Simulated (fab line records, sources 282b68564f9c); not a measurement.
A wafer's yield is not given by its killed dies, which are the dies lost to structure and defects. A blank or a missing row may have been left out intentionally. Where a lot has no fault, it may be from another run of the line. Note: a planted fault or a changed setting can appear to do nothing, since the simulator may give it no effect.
Struck lot and sound lot, side by side / flow ritCmos / 16 out of 202 route steps
Sound: the wafers L846.1, L846.3, L846.4. Wafers L859.1, L859.5, L859.6 were the ones struck. The cause is named last.
Each step with rows lists, per side, the tool, then ch with its chambers, then its first start. Under that, the readings that differ: sound wafers / struck wafers / difference of the means / sigmas: that difference in standard deviations of wafers without a fault.
alike: words and numbers the same on both sides, and readings whose means are apart by under 2 such deviations; not compared: readings that were withheld, readings missing a value for some wafer, numbers with overlapping values and no deviation given by the record, and bounds like >300 which may hide the same value.
Wherever a step has rows on one side only, a row that says differs or no value, or a row with sigmas, the two part there. Numbers that have no deviation but don't overlap get no sigmas and don't part them. A reading missing from all wafers of one side parts the sides only when that side holds two or more wafers.

RIT_ACTIVE_BOW_MEAS_00:
  sound: filmMetro-01 at day 1 10:00; struck: filmMetro-02 at day 4 03:00
  alike: INCOMING_BOW
then, 1 step without rows for these wafers: RIT_ACTIVE_OXIDATION_01 (target thk 46.8 nm, ox time 3360 s).
RIT_ACTIVE_THK_MEAS_02:
  sound: filmMetro-01 at day 1 12:03; struck: filmMetro-02 at day 4 05:22
  alike: ACTIVE_OXIDE_THK
then, 1 step without rows for these wafers: RIT_ACTIVE_CVD_03 (deposits Si3N4 from SiH2Cl2/NH3, target thk 150 nm, time 1500 s).
RIT_ACTIVE_THK_MEAS_04:
  sound: filmMetro-02 at day 1 13:32; struck: filmMetro-01 at day 4 06:55
  alike: ACTIVE_NITRIDE_THK
then, 5 steps without rows for these wafers: RIT_ACTIVE_HMDS_05 (prime time 60 s); RIT_ACTIVE_COAT_06 (resist thk 1000 nm); RIT_ACTIVE_SOFTBAKE_07 (time 60 s); RIT_ACTIVE_EXPOSE_08 (exposes mask M1, target cd 1400 nm); RIT_ACTIVE_PEB_09.
RIT_ACTIVE_DEVELOP_10: develop time 50 s.
  sound on lithoTrack-02 ch 0, day 1 14:00; struck on lithoTrack-01 ch 0, day 4 07:00
RIT_ACTIVE_CD_MEAS_11: the cd target is 1400 nm.
  sound: cdSem-01 at day 1 14:26; struck: cdSem-02 at day 4 07:57
reading=cdNm (nm); sound=1398.9 1398.8 1399.6; struck=1388.7 1388.8 1388.5; difference=-10.4; sigmas=-7
then, 1 step without rows for these wafers: RIT_ACTIVE_HARDBAKE_12 (time 60 s).
RIT_ACTIVE_ETCH_13: etches Si3N4 in SF6, stops on SiO2, time 210 s, target depth 210 nm.
  sound on rieDiel-03 ch 0,1,3, day 1 14:43; struck on rieDiel-02 ch 0,3, day 4 08:13
reading=throttleValvePct (%); sound=7.35 7.50 7.38; struck=7.72 7.63 7.70; difference=+0.27; sigmas=+2
reading=model.ACTIVE.cdNm (nm); sound=1399 1399 1400; struck=1389 1389 1389; difference=-10; sigmas=
  alike: drypumpMotorCurrentA, oesProductAu, rfFwdPowerW
  not compared: rfHoursCounterH
RIT_ACTIVE_STRIP_14: strips in O2, time 180 s.
  sound on plasmaAsher-04 ch 0,1, day 1 14:50; struck on plasmaAsher-03 ch 0,1, day 4 08:22
  alike: drypumpMotorCurrentA
  not compared: rfHoursCounterH
RIT_M1_PROBE_99:
  the record holds rows for the sound wafers here (prober-01, day 3 19:48) but none for the struck ones

== WHERE THEY PART ==
First at RIT_ACTIVE_CD_MEAS_11; last, within this record, at RIT_M1_PROBE_99.

WHY: what the simulator had put in
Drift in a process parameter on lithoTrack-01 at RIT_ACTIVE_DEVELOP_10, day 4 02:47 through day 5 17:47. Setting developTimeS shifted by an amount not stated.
